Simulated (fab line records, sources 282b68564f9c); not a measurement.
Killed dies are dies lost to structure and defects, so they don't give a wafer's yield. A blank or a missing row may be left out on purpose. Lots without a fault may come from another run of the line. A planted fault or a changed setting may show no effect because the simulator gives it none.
fab line records | flow rit_cmos
record lots=15 wafers=45 last_day=6
route steps=202 shown REOX@101 CONTACT@177 M1@186
lots that met no fault: from a run of the same line without faults
start_h: hours from the record's first day to the start of the lot's first wafer shown | wait_h: hours since the lot's step before | " the same as in the row above | L1.1+2: a row that stands for several wafers | - no value, or no start given | * or withheld: withheld | < > ~ a bound
route shown NAME@n: a module of which the file shows steps, and the number in the route of the first | usual: mean/standard deviation of fault-free wafers | same: alike in all rows | chamber/n: place in a boat | sites: the reading at each site | _std_site: their standard deviation | _edge_site: outer sites' mean less inner sites' | radius_mm: how far each site lies from the wafer's centre | mask NAME#n: copy n | behind: the tool/chamber that last shaped the wafer | hold: why the lot was held/for how many hours/how that ended | device: the transistor (n, p or np) that didn't switch | end of line: the same wafers' tests at the end of the route | a step without rows: its recipe alone | killed: dies lost to structure and defects at the first sort, not the wafer's yield | map: a wafer's dies, x killed, . not, _ none there
set.NAME: the setting as run; set.NAME@STEP: as run at that earlier step | model.NAME: the simulator's own value behind a step, which no gauge read
steps of the route over a sample of lots; a table a step, a row a wafer
services: from which hour (start_h, from the record's first day; less than 0 if before it) a tool's chamber was out of use, for how many hours, and why
## steps
# step RIT_REOX_OXIDATION_03
# recipe temp_c=900 ambient=O2 target_thk_a=252 ox_time_s=5580
# usual ox_temp_c_max=905.6/1.4
# columns lot.wafer tool chamber start_h wait_h ox_temp_c_max
L987.2 furnace-04 0 39.86 0.5 906.4
L987.5 " 0 " " 908.9
L987.6 " 0 " " 909.9
L988.3 furnace-04 0 47.52 0.0 906.5
L988.4 " 0 " " 907.5
L988.6 " 0 " " 906.8
L990.3 furnace-04 0 54.81 0.5 906.7
L990.4 " 0 " " 908.1
L990.5 " 0 " " 904.9
L991.3 furnace-01 0 62.68 0.4 904.9
L991.4 " 0 " " 905.6
L991.5 " 0 " " 904.2
L992.1 furnace-04 0 65.91 0.2 906.7
L992.2 " 0 " " 907.0
L992.3 " 0 " " 906.3
L994.3 furnace-01 0 76.47 1.4 903.4
L994.5 " 0 " " 903.8
L994.6 " 0 " " 905.7
L995.2 furnace-01 0 83.87 0.0 904.0
L995.3 " 0 " " 905.3
L995.4 " 0 " " 906.0
L996.1 furnace-01 0 86.42 1.0 904.2
L996.5 " 0 " " 905.8
L996.6 " 0 " " 905.6
L998.3 furnace-04 0 98.57 0.1 907.0
L998.4 " 0 " " 907.2
L998.5 " 0 " " 908.2
L999.2 furnace-01 0 103.41 1.2 906.3
L999.5 " 0 " " 904.3
L999.6 " 0 " " 904.0
L100.1 furnace-03 0 106.43 1.3 904.7
L100.3 " 0 " " 904.9
L100.6 " 0 " " 904.5
L101.2 furnace-04 0 112.89 0.0 907.1
L101.3 " 0 " " 906.6
L101.6 " 0 " " 906.0
L102.3 furnace-04 0 115.44 0.8 904.9
L102.4 " 0 " " 907.4
L102.5 " 0 " " 908.4
L103.2 furnace-04 0 120.77 0.2 906.9
L103.4 " 0 " " 908.0
L103.6 " 0 " " 906.8
L105.2 furnace-01 0 133.45 0.0 905.9
L105.3 " 0 " " 906.0
L105.6 " 0 " " 905.0
# step RIT_CONTACT_OVL_MEAS_09
# usual CONTACT_OVL=-0.2/1.4
# columns lot.wafer tool chamber start_h wait_h CONTACT_OVL[nm]
L987.2 overlay-02 - 54.05 0.1 0.4
L987.5 " - " " 0.8
L987.6 " - " " 0.1
L988.3 overlay-01 - 61.12 0.1 -1.1
L988.4 " - " " -1.7
L988.6 " - " " -0.2
L990.3 overlay-02 - 68.87 0.1 0.4
L990.4 " - " " 1.5
L990.5 " - " " 0.2
L991.3 overlay-01 - 77.23 0.1 1.2
L991.4 " - " " 0.3
L991.5 " - " " 1.7
L992.1 overlay-01 - 79.44 0.1 0.3
L992.2 " - " " 0.5
L992.3 " - " " -0.4
L994.3 overlay-02 - 91.13 0.1 -2.0
L994.5 " - " " -1.8
L994.6 " - " " -0.7
L995.2 overlay-01 - 97.61 0.1 0.7
L995.3 " - " " 0.3
L995.4 " - " " 1.2
L996.1 overlay-02 - 100.23 0.1 1.3
L996.5 " - " " -1.7
L996.6 " - " " -1.2
L998.3 overlay-02 - 112.98 0.1 -0.9
L998.4 " - " " -1.1
L998.5 " - " " -1.0
L999.2 overlay-01 - 118.44 0.1 0.4
L999.5 " - " " 0.4
L999.6 " - " " -2.0
L100.1 overlay-02 - 120.44 0.1 0.0
L100.3 " - " " 0.1
L100.6 " - " " -0.2
L101.2 overlay-01 - 127.69 0.1 0.0
L101.3 " - " " -1.0
L101.6 " - " " 1.1
L102.3 overlay-02 - 129.37 0.1 -1.0
L102.4 " - " " 0.8
L102.5 " - " " -0.5
L103.2 overlay-02 - 134.83 0.1 -0.7
L103.4 " - " " -0.3
L103.6 " - " " -2.1
L105.2 overlay-02 - 147.61 0.1 -1.3
L105.3 " - " " -1.0
L105.6 " - " " -0.9
# step RIT_M1_THK_MEAS_02
# recipe thk_meas_gauge=xrf reads=Al_of_M1_SPUTTER_00
# usual M1_AL_THK=400/5.4
# columns lot.wafer tool chamber start_h wait_h M1_AL_THK[nm]
L987.2 film_metro-03 - 55.67 0.1 394
L987.5 " - " " 397
L987.6 " - " " 400
L988.3 film_metro-02 - 62.57 0.1 406
L988.4 " - " " 400
L988.6 " - " " 406
L990.3 film_metro-02 - 70.33 0.1 405
L990.4 " - " " 399
L990.5 " - " " 405
L991.3 film_metro-01 - 78.68 0.1 391
L991.4 " - " " 396
L991.5 " - " " 395
L992.1 film_metro-02 - 80.94 0.1 397
L992.2 " - " " 401
L992.3 " - " " 407
L994.3 film_metro-02 - 92.58 0.1 408
L994.5 " - " " 403
L994.6 " - " " 398
L995.2 film_metro-03 - 99.17 0.1 395
L995.3 " - " " 394
L995.4 " - " " 390
L996.1 film_metro-02 - 101.67 0.1 397
L996.5 " - " " 397
L996.6 " - " " 393
L998.3 film_metro-03 - 114.45 0.1 404
L998.4 " - " " 399
L998.5 " - " " 395
L999.2 film_metro-01 - 120.11 0.1 397
L999.5 " - " " 396
L999.6 " - " " 396
L100.1 film_metro-02 - 122.16 0.1 408
L100.3 " - " " 410
L100.6 " - " " 407
L101.2 film_metro-01 - 129.13 0.1 407
L101.3 " - " " 401
L101.6 " - " " 408
L102.3 film_metro-03 - 130.93 0.1 408
L102.4 " - " " 407
L102.5 " - " " 411
L103.2 film_metro-01 - 136.28 0.1 401
L103.4 " - " " 399
L103.6 " - " " 401
L105.2 film_metro-01 - 149.05 0.1 400
L105.3 " - " " 404
L105.6 " - " " 399
# step RIT_M1_STRIP_14
# recipe chemistry=O2 time_s=180 platen_temp_c=withheld power_w=500 pressure_mtorr=4000 o2_flow_sccm=4000
# usual drypump_motor_current_A=5.92/0.24
# columns lot.wafer tool chamber start_h wait_h drypump_motor_current_A rf_hours_counter_h
L987.2 plasma_asher-03 0 57.47 0.0 6.06 26
L987.5 " 0 " " 6.03 -
L987.6 " 1 " " 5.80 -
L988.3 plasma_asher-03 0 64.51 0.1 6.08 -
L988.4 " 1 " " 5.80 -
L988.6 " 0 " " 6.05 -
L990.3 plasma_asher-02 0 72.09 0.1 5.83 -
L990.4 " 1 " " 6.19 -
L990.5 " 0 " " 5.81 -
L991.3 plasma_asher-01 1 80.40 0.1 5.53 -
L991.4 " 0 " " 6.21 -
L991.5 " 0 " " 6.22 -
L992.1 plasma_asher-02 1 82.75 0.0 6.17 44
L992.2 " 0 " " 5.81 44
L992.3 " 0 " " 5.82 -
L994.3 plasma_asher-03 0 94.32 0.1 6.04 -
L994.5 " 1 " " 5.80 -
L994.6 " 0 " " 6.03 -
L995.2 plasma_asher-01 0 101.11 0.0 6.22 46
L995.3 " 0 " " 6.23 -
L995.4 " 1 " " 5.51 -
L996.1 plasma_asher-03 0 103.55 0.0 6.03 31
L996.5 " 0 " " 6.03 -
L996.6 " 1 " " 5.83 -
L998.3 plasma_asher-03 0 116.30 0.1 6.08 -
L998.4 " 1 " " 5.81 -
L998.5 " 0 " " 6.06 -
L999.2 plasma_asher-01 1 121.78 0.0 5.53 49
L999.5 " 1 " " 5.53 -
L999.6 " 0 " " 6.22 -
L100.1 plasma_asher-01 1 123.85 0.0 5.54 49
L100.3 " 1 " " 5.54 -
L100.6 " 1 " " 5.53 -
L101.2 plasma_asher-03 0 131.04 0.0 6.02 35
L101.3 " 0 " " 6.03 -
L101.6 " 1 " " 5.81 -
L102.3 plasma_asher-02 1 132.77 0.1 6.15 -
L102.4 " 0 " " 5.85 -
L102.5 " 1 " " 6.15 -
L103.2 plasma_asher-03 0 138.07 0.0 6.04 36
L103.4 " 1 " " 5.81 -
L103.6 " 0 " " 6.05 -
L105.2 plasma_asher-03 1 150.85 0.0 5.83 37
L105.3 " 1 " " 5.82 -
L105.6 " 0 " " 6.06 -
# step RIT_M1_PROBE_99
# usual killed_at_contacts=0.0/0.2 killed_at_front_end=7.2/2.5 killed_dies=7.3/2.5 killed_on_rim=2.0/1.4 killed_open=3.8/1.9 killed_short=3.5/1.8
# same gross_dies=264 killed_at_M0_to_M3=0 killed_at_M4_up=0 killed_at_back_side=0 killed_at_other=0
# columns lot.wafer tool chamber start_h wait_h killed_at_contacts killed_at_front_end killed_dies killed_on_rim killed_open killed_short
L987.2 prober-02 - 59.43 0.1 0 5 5 1 3 2
L987.5 prober-02 - 59.58 0.2 0 6 6 3 3 3
L987.6 prober-02 - 59.63 0.2 0 11 11 3 7 4
L988.3 prober-01 - 66.55 0.2 0 5 5 2 5 0
L988.4 prober-01 - 66.60 0.2 0 11 11 2 4 7
L988.6 prober-01 - 66.70 0.2 0 8 8 1 4 4
L990.3 prober-01 - 74.05 0.2 1 8 9 3 5 4
L990.4 prober-01 - 74.10 0.2 0 11 11 3 7 4
L990.5 prober-01 - 74.15 0.2 0 9 9 2 7 2
L991.3 prober-02 - 82.36 0.2 0 9 9 3 4 5
L991.4 prober-02 - 82.41 0.2 0 7 7 2 5 2
L991.5 prober-02 - 82.46 0.2 0 3 3 1 0 3
L992.1 prober-02 - 84.66 0.1 0 12 12 3 7 5
L992.2 prober-02 - 84.71 0.1 0 9 9 4 4 5
L992.3 prober-02 - 84.76 0.2 0 8 8 6 4 4
L994.3 prober-02 - 96.28 0.2 0 11 11 2 8 3
L994.5 prober-02 - 96.38 0.2 0 8 8 4 4 3
L994.6 prober-02 - 96.43 0.2 0 4 4 0 3 0
L995.2 prober-01 - 103.08 0.1 0 6 6 1 3 3
L995.3 prober-01 - 103.13 0.2 0 6 6 1 6 0
L995.4 prober-01 - 103.18 0.2 1 6 7 2 5 2
L996.1 prober-02 - 105.47 0.1 0 7 7 2 4 3
L996.5 prober-02 - 105.67 0.2 0 3 3 1 2 1
L996.6 prober-02 - 105.72 0.2 0 5 5 0 5 0
L998.3 prober-01 - 118.25 0.2 0 6 6 1 3 3
L998.4 prober-01 - 118.30 0.2 1 12 13 5 9 4
L998.5 prober-01 - 118.35 0.2 0 10 10 3 8 2
L999.2 prober-02 - 123.75 0.1 0 8 8 2 3 5
L999.5 prober-02 - 123.90 0.2 0 8 8 1 3 5
L999.6 prober-02 - 123.95 0.2 0 10 10 4 3 7
L100.1 prober-01 - 125.76 0.1 0 2 2 1 1 1
L100.3 prober-01 - 125.86 0.2 0 3 3 1 1 2
L100.6 prober-01 - 126.01 0.2 0 5 5 1 2 3
L101.2 prober-02 - 133.01 0.1 0 169 169 45 2 6
L101.3 prober-02 - 133.06 0.2 0 145 145 40 2 1
L101.6 prober-02 - 133.21 0.2 0 152 152 34 1 4
L102.3 prober-01 - 134.73 0.2 0 164 164 48 0 5
L102.4 prober-01 - 134.78 0.2 0 161 161 43 5 2
L102.5 prober-01 - 134.83 0.2 0 163 163 47 2 1
L103.2 prober-02 - 140.09 0.1 0 149 149 41 2 3
L103.4 prober-02 - 140.19 0.2 0 155 155 43 4 1
L103.6 prober-02 - 140.29 0.2 0 161 161 39 5 3
L105.2 prober-02 - 152.81 0.1 0 9 9 4 5 4
L105.3 prober-02 - 152.86 0.2 0 11 11 2 6 5
L105.6 prober-02 - 153.01 0.2 0 9 9 0 5 4
# killed by level:class
L987.2 REOX:geometric_particle:short=1 REOX:geometric_particle:open=1 SPACER:geometric_particle:open=1 SILICIDE:geometric_particle:short=1 SILICIDE:geometric_particle:open=1
L987.5 FOX1:geometric_particle:short=3 GATE:geometric_particle:open=2 REOX:geometric_particle:open=1
L987.6 GATE:geometric_particle:open=3 REOX:geometric_particle:short=3 SPACER:geometric_particle:open=2 FOX1:geometric_particle:open=1 FOX1:geometric_particle:short=1 REOX:geometric_particle:open=1
L988.3 GATE:geometric_particle:open=3 REOX:geometric_particle:open=1 SPACER:geometric_particle:open=1
L988.4 REOX:geometric_particle:open=2 REOX:geometric_particle:short=2 SILICIDE:geometric_particle:short=2 FOX1:geometric_particle:short=1 FOX2:geometric_particle:open=1 FOX2:geometric_particle:short=1 GATE:geometric_particle:short=1 SILICIDE:geometric_particle:open=1
L988.6 FOX2:geometric_particle:short=2 GATE:geometric_particle:open=2 FOX1:geometric_particle:short=1 REOX:geometric_particle:short=1 SPACER:geometric_particle:open=1 SILICIDE:geometric_particle:open=1
L990.3 FOX2:geometric_particle:short=3 FOX2:geometric_particle:open=3 FOX1:geometric_particle:short=1 SILICIDE:geometric_particle:open=1 CONTACT:geometric_particle:open=1
L990.4 FOX2:geometric_particle:short=3 GATE:geometric_particle:open=2 REOX:geometric_particle:open=2 FOX1:geometric_particle:open=1 FOX2:geometric_particle:open=1 GATE:geometric_particle:short=1 SILICIDE:geometric_particle:open=1
L990.5 GATE:geometric_particle:open=2 SILICIDE:geometric_particle:open=2 FOX2:geometric_particle:short=1 FOX2:geometric_particle:open=1 REOX:geometric_particle:short=1 REOX:geometric_particle:open=1 SPACER:geometric_particle:open=1
L991.3 GATE:geometric_particle:short=3 FOX1:geometric_particle:short=2 GATE:geometric_particle:open=2 REOX:geometric_particle:open=2
L991.4 GATE:geometric_particle:open=3 SPACER:geometric_particle:short=2 REOX:geometric_particle:open=1 SPACER:geometric_particle:open=1
L991.5 FOX1:geometric_particle:short=1 GATE:geometric_particle:short=1 SPACER:geometric_particle:short=1
L992.1 GATE:geometric_particle:open=3 SILICIDE:geometric_particle:open=3 GATE:geometric_particle:short=2 FOX1:geometric_particle:open=1 FOX2:geometric_particle:short=1 REOX:geometric_particle:short=1 SILICIDE:geometric_particle:short=1
L992.2 FOX2:geometric_particle:open=2 REOX:geometric_particle:open=2 REOX:geometric_particle:short=2 GATE:geometric_particle:short=1 SPACER:geometric_particle:short=1 SILICIDE:geometric_particle:short=1
L992.3 REOX:geometric_particle:open=3 REOX:geometric_particle:short=2 FOX1:geometric_particle:open=1 FOX2:geometric_particle:short=1 GATE:geometric_particle:short=1
L994.3 GATE:geometric_particle:open=5 FOX1:geometric_particle:open=2 FOX1:geometric_particle:short=1 GATE:geometric_particle:short=1 SILICIDE:geometric_particle:short=1 SILICIDE:geometric_particle:open=1
L994.5 GATE:geometric_particle:open=2 SILICIDE:geometric_particle:short=2 FOX1:geometric_particle:short=1 FOX1:geometric_particle:open=1 SILICIDE:geometric_particle:open=1 GATE:coat_microbubble_printed=1
L994.6 GATE:geometric_particle:open=2 FOX1:geometric_particle:open=1 GATE:coat_microbubble_printed=1
L995.2 FOX1:geometric_particle:open=1 FOX2:geometric_particle:open=1 GATE:geometric_particle:short=1 GATE:geometric_particle:open=1 REOX:geometric_particle:short=1 SILICIDE:geometric_particle:short=1
L995.3 FOX2:geometric_particle:open=2 REOX:geometric_particle:open=2 FOX1:geometric_particle:open=1 GATE:geometric_particle:open=1
L995.4 GATE:geometric_particle:open=2 REOX:geometric_particle:open=2 REOX:geometric_particle:short=1 SILICIDE:geometric_particle:short=1 CONTACT:geometric_particle:open=1
L996.1 SILICIDE:geometric_particle:open=2 FOX1:geometric_particle:short=1 GATE:geometric_particle:open=1 GATE:geometric_particle:short=1 REOX:geometric_particle:open=1 SILICIDE:geometric_particle:short=1
L996.5 FOX1:geometric_particle:open=1 REOX:geometric_particle:open=1 REOX:geometric_particle:short=1
L996.6 SPACER:geometric_particle:open=2 FOX1:geometric_particle:open=1 GATE:geometric_particle:open=1 SILICIDE:geometric_particle:open=1
L998.3 GATE:geometric_particle:open=2 FOX1:geometric_particle:short=1 GATE:geometric_particle:short=1 REOX:geometric_particle:open=1 SILICIDE:geometric_particle:short=1
L998.4 FOX1:geometric_particle:open=3 GATE:geometric_particle:open=3 REOX:geometric_particle:short=2 SILICIDE:geometric_particle:open=2 FOX1:geometric_particle:short=1 GATE:geometric_particle:short=1 CONTACT:geometric_particle:open=1
L998.5 GATE:geometric_particle:open=4 REOX:geometric_particle:open=2 FOX1:geometric_particle:open=1 FOX2:geometric_particle:open=1 GATE:geometric_particle:short=1 SPACER:geometric_particle:short=1
L999.2 GATE:geometric_particle:short=2 REOX:geometric_particle:short=2 FOX1:geometric_particle:open=1 FOX1:geometric_particle:short=1 SPACER:geometric_particle:open=1 SILICIDE:geometric_particle:open=1
L999.5 GATE:geometric_particle:short=3 FOX2:geometric_particle:short=2 GATE:geometric_particle:open=2 SILICIDE:geometric_particle:open=1
L999.6 FOX2:geometric_particle:short=3 GATE:geometric_particle:open=2 FOX1:geometric_particle:open=1 GATE:geometric_particle:short=1 REOX:geometric_particle:short=1 SPACER:geometric_particle:short=1 SILICIDE:geometric_particle:short=1
L100.1 GATE:geometric_particle:open=1 SPACER:geometric_particle:short=1
L100.3 FOX1:geometric_particle:short=1 SILICIDE:geometric_particle:open=1 SILICIDE:geometric_particle:short=1
L100.6 GATE:geometric_particle:open=2 FOX1:geometric_particle:short=1 FOX2:geometric_particle:short=1 SPACER:geometric_particle:short=1
L101.2 REOX:unspecified=161 GATE:geometric_particle:short=3 FOX1:geometric_particle:short=1 FOX2:geometric_particle:short=1 GATE:geometric_particle:open=1 REOX:geometric_particle:short=1 SPACER:geometric_particle:open=1
L101.3 REOX:unspecified=142 GATE:geometric_particle:open=1 REOX:geometric_particle:short=1 SPACER:geometric_particle:open=1
L101.6 REOX:unspecified=147 SILICIDE:geometric_particle:short=2 GATE:geometric_particle:short=1 GATE:geometric_particle:open=1 REOX:geometric_particle:short=1
L102.3 REOX:unspecified=159 SILICIDE:geometric_particle:short=2 FOX1:geometric_particle:short=1 FOX2:geometric_particle:short=1 GATE:geometric_particle:short=1
L102.4 REOX:unspecified=154 FOX2:geometric_particle:open=2 FOX1:geometric_particle:short=1 FOX1:geometric_particle:open=1 GATE:geometric_particle:open=1 GATE:geometric_particle:short=1 REOX:geometric_particle:open=1
L102.5 REOX:unspecified=160 GATE:geometric_particle:open=1 REOX:geometric_particle:short=1 REOX:geometric_particle:open=1
L103.2 REOX:unspecified=144 GATE:geometric_particle:short=2 SPACER:geometric_particle:open=2 REOX:geometric_particle:short=1
L103.4 REOX:unspecified=150 GATE:geometric_particle:open=2 FOX1:geometric_particle:open=1 GATE:geometric_particle:short=1 SPACER:geometric_particle:open=1
L103.6 REOX:unspecified=153 REOX:geometric_particle:open=3 GATE:geometric_particle:short=2 SPACER:geometric_particle:open=1 SPACER:geometric_particle:short=1 STARTING-WAFER:geometric_particle:open=1
L105.2 GATE:geometric_particle:short=4 GATE:geometric_particle:open=3 FOX1:geometric_particle:open=1 REOX:geometric_particle:open=1
L105.3 FOX1:geometric_particle:open=2 FOX2:geometric_particle:open=2 GATE:geometric_particle:open=2 SILICIDE:geometric_particle:short=2 FOX1:geometric_particle:short=1 FOX2:geometric_particle:short=1 SPACER:geometric_particle:short=1
L105.6 GATE:geometric_particle:open=4 FOX1:geometric_particle:short=3 GATE:geometric_particle:short=1 REOX:geometric_particle:open=1
## services
# columns tool chamber start_h hours kind
plasma_asher-03 - 24.30 2.2 repair
furnace-03 - 69.77 2.6 pm
furnace-03 - 72.37 4.9 pm
plasma_asher-02 - 79.75 1.5 repair
plasma_asher-03 - 80.05 2.8 pm
plasma_asher-01 - 86.60 2.0 repair
## key
first_sign step=RIT_M1_PROBE_99 reading=killed_at_front_end direction=up sigmas=60 usual=7.2 struck=157.7
effect step=RIT_M1_PROBE_99 reading=killed_dies direction=up sigmas=60 usual=7.3 struck=157.7
met_at RIT_REOX_OXIDATION_03
struck_lots L101,L102,L103
tester_left_out L101,L102,L103
not_acting_at RIT_CONTACT_OVL_MEAS_09,RIT_M1_THK_MEAS_02,RIT_M1_STRIP_14
fault kind=chamber_particle_source tool=furnace-04 chamber=- onset_h=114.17 steps=RIT_REOX_OXIDATION_03 rate_per_visit_cm2=1.6683 end_h=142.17
# tester_left_out: of these lots the tester's yield and bins aren't shown, on N5 and GAA mostly nor the transistor test; their killed dies are dies lost to structure and defects alone, not to doping, threshold or leakage, so they don't give the yield
